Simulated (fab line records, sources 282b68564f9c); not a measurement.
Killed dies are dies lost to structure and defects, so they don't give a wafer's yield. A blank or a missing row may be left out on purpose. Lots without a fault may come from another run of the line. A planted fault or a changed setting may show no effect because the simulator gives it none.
Which tool did it? | flow rit_cmos | 7 lots, 21 wafers sampled, at 2 steps of a route of 202

WHAT THE GAUGES READ, wafer by wafer
RIT_GATE_THK_MEAS_09.
lot  | measured    | on            | GATE_POLY_THK (nm)
L668 | day 2 17:19 | film_metro-01 | 249.3 250.2 248.7
L670 | day 3 03:01 | film_metro-04 | 245.3 245.1 246.6
L672 | day 3 17:09 | film_metro-03 | 249.6 245.3 246.9
L674 | day 4 00:57 | film_metro-04 | 248.5 249.5 249.9
L677 | day 4 15:40 | film_metro-01 | 248.1 246.4 247.6
L679 | day 5 04:33 | film_metro-03 | 248.5 250.3 248.6
L688 | day 6 21:19 | film_metro-01 | 224.8 225.9 223.3 224.7 226.0 223.4

WHICH TOOL RAN EACH LOT (tool, then ch and the chambers of the sampled wafers, then the start)
lot  | RIT_GATE_CVD_08
L668 | lpcvd-01 ch 0, day 2 15:43
L670 | lpcvd-01 ch 0, day 3 01:23
L672 | lpcvd-01 ch 0, day 3 15:32
L674 | lpcvd-01 ch 1, day 3 23:19
L677 | lpcvd-02 ch 1, day 4 14:03
L679 | lpcvd-01 ch 1, day 5 02:56
L688 | lpcvd-01 ch 0, day 6 19:41
- RIT_GATE_CVD_08: deposits poly-Si from SiH4, target thk 250 nm, time 2220 s.

THE ANSWER, worked out from the rows above alone
Rule: what is usual is taken from the lots themselves. Put in order of their means at a reading, lots are off if they are a third of the lots or fewer, leave a main group of 4 or more, and stand apart from it by a gap of 3 or more times the standard deviation of the main group's means; of several such gaps the widest counts. A main group whose means are all the same, to the digits that the tables above print for the reading, isn't used. A lot without any number at a reading at which 4 lots or more have one is off too. The other lots that the step has rows for count as sound.
Off: L688, at RIT_GATE_THK_MEAS_09 (GATE_POLY_THK). The main group: mean 248.0 nm, standard deviation 1.4.
A tool fits if, at a process step before that reading, it ran every lot that is off, and no sound lot after the first of them. The gauges at RIT_GATE_THK_MEAS_09 are tried like those tools. Can't be told from this: 2 tools fit, lpcvd-01 at RIT_GATE_CVD_08, film_metro-01 at RIT_GATE_THK_MEAS_09.

WHAT THE SIMULATOR HAD PUT IN
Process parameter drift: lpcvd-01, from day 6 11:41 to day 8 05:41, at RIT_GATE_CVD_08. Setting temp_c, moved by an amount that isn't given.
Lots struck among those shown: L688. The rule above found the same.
